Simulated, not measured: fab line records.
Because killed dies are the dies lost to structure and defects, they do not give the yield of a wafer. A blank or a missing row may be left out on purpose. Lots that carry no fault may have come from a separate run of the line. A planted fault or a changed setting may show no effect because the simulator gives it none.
The tool behind it: which one? :: flow berkeley_cmos170 :: 7 lots with 21 wafers sampled at 2 steps, on a route of 331 steps

WHAT THE GAUGES READ, wafer by wafer
UCB170_PVT_TW_MEAS_09.
lot: L889
measured: day 6 07:29
on: film_metro-04
PVT_TW: 509 506 507

lot: L890
measured: day 7 06:14
on: film_metro-04
PVT_TW: 507 505 506

lot: L897
measured: day 8 06:13
on: film_metro-03
PVT_TW: 1045 1052 1050 1045 1048 1044

lot: L904
measured: day 9 23:35
on: film_metro-04
PVT_TW: 505 504 503

lot: L905
measured: day 10 09:38
on: film_metro-03
PVT_TW: 508 510 508

lot: L910
measured: day 11 08:09
on: film_metro-02
PVT_TW: 512 512 510

lot: L908
measured: day 11 08:42
on: film_metro-02
PVT_TW: 514 513 512

EACH LOT AND THE TOOL THAT RAN IT (in order: tool; ch and the chambers of the sampled wafers; start)
lot: L889
UCB170_PVT_IMPLANT_07: implanter-04 ch 0, day 6 07:14

lot: L890
UCB170_PVT_IMPLANT_07: implanter-01 ch 0, day 7 06:01

lot: L897
UCB170_PVT_IMPLANT_07: implanter-04 ch 0, day 8 05:55

lot: L904
UCB170_PVT_IMPLANT_07: implanter-03 ch 0, day 9 23:20

lot: L905
UCB170_PVT_IMPLANT_07: implanter-03 ch 0, day 10 09:23

lot: L910
UCB170_PVT_IMPLANT_07: implanter-03 ch 0, day 11 07:55

lot: L908
UCB170_PVT_IMPLANT_07: implanter-03 ch 0, day 11 08:28
- UCB170_PVT_IMPLANT_07

THE ANSWER, worked out from the rows above alone
Rule: the usual values come from the lots themselves. Put in order of their means at a reading, lots are off if they are a third of the lots or fewer, leave a main group of 4 or more, and stand apart from it by a gap of 3 or more times the standard deviation of the main group's means; of several such gaps the widest counts. If all means in a main group match to the digits the tables above print for the reading, that group is not used. A lot without any number at a reading at which 4 lots or more have one is off too. Any other lot the step has rows for is counted as sound.
Off: L897, at UCB170_PVT_TW_MEAS_09 (PVT_TW). Mean 508 and standard deviation 3.1 in the main group.
If a tool, at a process step before that reading, ran all the lots that are off and no sound lot after the first of them, it fits. Gauges at UCB170_PVT_TW_MEAS_09: tried the same way as those tools. One candidate fits, namely implanter-04 at UCB170_PVT_IMPLANT_07. Its last sound lot is L889 (day 6 07:14), its first lot that is off L897 (day 8 05:55): a fault that began between those two fits.

WHAT THE SIMULATOR HAD INSERTED
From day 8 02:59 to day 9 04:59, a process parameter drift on implanter-04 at UCB170_PVT_IMPLANT_07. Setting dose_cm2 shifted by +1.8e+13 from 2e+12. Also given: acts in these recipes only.
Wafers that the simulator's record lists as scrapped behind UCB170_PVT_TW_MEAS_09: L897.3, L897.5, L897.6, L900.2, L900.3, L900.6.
Lots struck among those shown: L897. Same finding as the rule above.
